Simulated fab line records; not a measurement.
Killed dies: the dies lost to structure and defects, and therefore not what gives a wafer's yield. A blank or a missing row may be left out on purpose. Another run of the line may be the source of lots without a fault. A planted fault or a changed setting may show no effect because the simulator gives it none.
The tool behind it: which one? | flow berkeley cmos170 | 15 lots with 45 wafers sampled at 3 steps, on a route of 331 steps

## WHAT THE GAUGES SHOWED, per wafer
UCB170_GATE_CD_MEAS_12: the cd target is 350 nm. Usual: cd nm reads 350.0 nm (standard deviation 1.2).
lot  | measured     | on        | cd nm (nm)        | flag
L833 | day 7 08:24  | cd sem-01 | 350.7 351.7 351.1 |
L838 | day 8 09:26  | cd sem-02 | 349.6 350.6 349.6 |
L841 | day 8 09:33  | cd sem-02 | 348.1 347.4 348.1 |
L840 | day 8 10:02  | cd sem-02 | 350.3 351.6 351.1 |
L835 | day 8 10:10  | cd sem-02 | 351.2 352.2 352.6 |
L837 | day 8 10:38  | cd sem-02 | 348.1 349.1 347.4 |
L846 | day 9 15:38  | cd sem-01 | 348.4 348.8 349.1 |
L845 | day 9 23:08  | cd sem-02 | 350.5 350.3 349.5 |
L849 | day 10 22:19 | cd sem-02 | 349.5 349.0 348.2 |
L851 | day 11 09:05 | cd sem-02 | 349.8 348.7 350.1 |
L854 | day 11 09:14 | cd sem-01 | 350.0 349.8 348.8 |
L853 | day 11 09:20 | cd sem-02 | 348.6 350.1 349.6 |
L852 | day 11 09:40 | cd sem-01 | 350.7 349.8 351.0 |
L855 | day 11 09:56 | cd sem-01 | 350.6 351.0 351.0 |
L850 | day 11 09:58 | cd sem-02 | 349.4 349.4 349.6 |

UCB170_V1_CD_MEAS_90: the cd target is 700 nm. Usual: cd nm reads 700.4 nm (standard deviation 1.9).
lot  | measured     | on        | cd nm (nm)        | flag
L833 | day 8 15:07  | cd sem-01 | 702.9 702.9 701.8 |
L838 | day 9 18:58  | cd sem-02 | 698.7 699.6 699.3 |
L841 | day 9 22:22  | cd sem-02 | 697.0 697.5 701.5 |
L840 | day 9 21:38  | cd sem-02 | 700.6 698.9 699.0 |
L835 | day 9 21:49  | cd sem-02 | 698.6 700.3 698.1 |
L837 | day 9 21:21  | cd sem-02 | 699.7 698.5 700.7 |
L846 | day 11 00:43 | cd sem-02 | 700.3 703.0 703.2 |
L845 | day 11 07:55 | cd sem-02 | 700.0 700.1 699.8 |
L849 | day 12 02:04 | cd sem-02 | 700.9 699.5 700.3 |
L851 | day 12 10:01 | cd sem-02 | 700.7 699.9 700.1 |
L854 | day 12 11:28 | cd sem-02 | 696.2 695.5 696.7 |
L853 | day 12 13:10 | cd sem-02 | 702.0 700.1 701.1 |
L852 | day 12 14:43 | cd sem-01 | 700.5 698.6 700.5 |
L855 | day 12 14:26 | cd sem-01 | 703.0 701.9 703.0 |
L850 | day 12 15:05 | cd sem-02 | 700.6 701.9 700.8 |

## EACH LOT AND THE TOOL THAT RAN IT (in order: tool; ch and the chambers of the sampled wafers; start)
lot  | UCB170_GATE_STRIP_16
L833 | plasma asher-01 ch 0,1, day 7 08:38
L838 | plasma asher-02 ch 0, day 8 09:40
L841 | plasma asher-01 ch 0,1, day 8 09:47
L840 | plasma asher-04 ch 0,1, day 8 10:16
L835 | plasma asher-01 ch 0,1, day 8 10:23
L837 | plasma asher-04 ch 0,1, day 8 10:52
L846 | plasma asher-04 ch 0,1, day 9 15:53
L845 | plasma asher-01 ch 0,1, day 9 23:22
L849 | plasma asher-01 ch 0,1, day 10 22:34
L851 | plasma asher-04 ch 0,1, day 11 09:19
L854 | plasma asher-01 ch 0,1, day 11 09:29
L853 | plasma asher-04 ch 0, day 11 09:35
L852 | plasma asher-01 ch 0,1, day 11 09:55
L855 | plasma asher-04 ch 0,1, day 11 10:10
L850 | plasma asher-01 ch 0,1, day 11 10:12
- UCB170_GATE_STRIP_16: strips in O2.

## WHAT THE TOOLS THEMSELVES READ (means of the sampled wafers that have a number; where no wafer has one, the mark that the record gives instead)
UCB170_GATE_STRIP_16. Usual: drypump motor current A 5.8 A, standard deviation 0.32; oes product au 0.724 a.u., standard deviation 0.0043.
lot  | tool            | drypump motor current A (A) | oes product au (a.u.) | flag
L833 | plasma asher-01 | 6.0                         | 0.723                 |
L838 | plasma asher-02 | 5.8                         | 0.723                 |
L841 | plasma asher-01 | 6.1                         | 0.718                 |
L840 | plasma asher-04 | 5.4                         | 0.726                 |
L835 | plasma asher-01 | 6.0                         | 0.726                 |
L837 | plasma asher-04 | 5.5                         | 0.726                 |
L846 | plasma asher-04 | 5.4                         | 0.724                 |
L845 | plasma asher-01 | 6.0                         | 0.723                 |
L849 | plasma asher-01 | 6.0                         | 0.723                 |
L851 | plasma asher-04 | 5.5                         | 0.722                 |
L854 | plasma asher-01 | 6.0                         | 0.725                 |
L853 | plasma asher-04 | 5.6                         | 0.723                 |
L852 | plasma asher-01 | 6.0                         | 0.723                 |
L855 | plasma asher-04 | 5.4                         | 0.727                 |
L850 | plasma asher-01 | 6.0                         | 0.724                 |

## THE ANSWER, worked out from the rows above alone
Rule: a lot counts as off when the mean over its wafers that have a number is more than 3 standard deviations away from the usual mean. A lot without any number at a reading at which 4 lots or more have one is off too. Any other lot the step has rows for is counted as sound. After the gauges, taken in route order, come the tools' own readings; for these a lot's mean is taken, as printed above. At the first step where some lot is off, the reading lying furthest off is the one used; lots without a number count as furthest.
Nothing can be told from this: no lot is off at any reading shown.

## WHAT HAD BEEN PUT IN BY THE SIMULATOR
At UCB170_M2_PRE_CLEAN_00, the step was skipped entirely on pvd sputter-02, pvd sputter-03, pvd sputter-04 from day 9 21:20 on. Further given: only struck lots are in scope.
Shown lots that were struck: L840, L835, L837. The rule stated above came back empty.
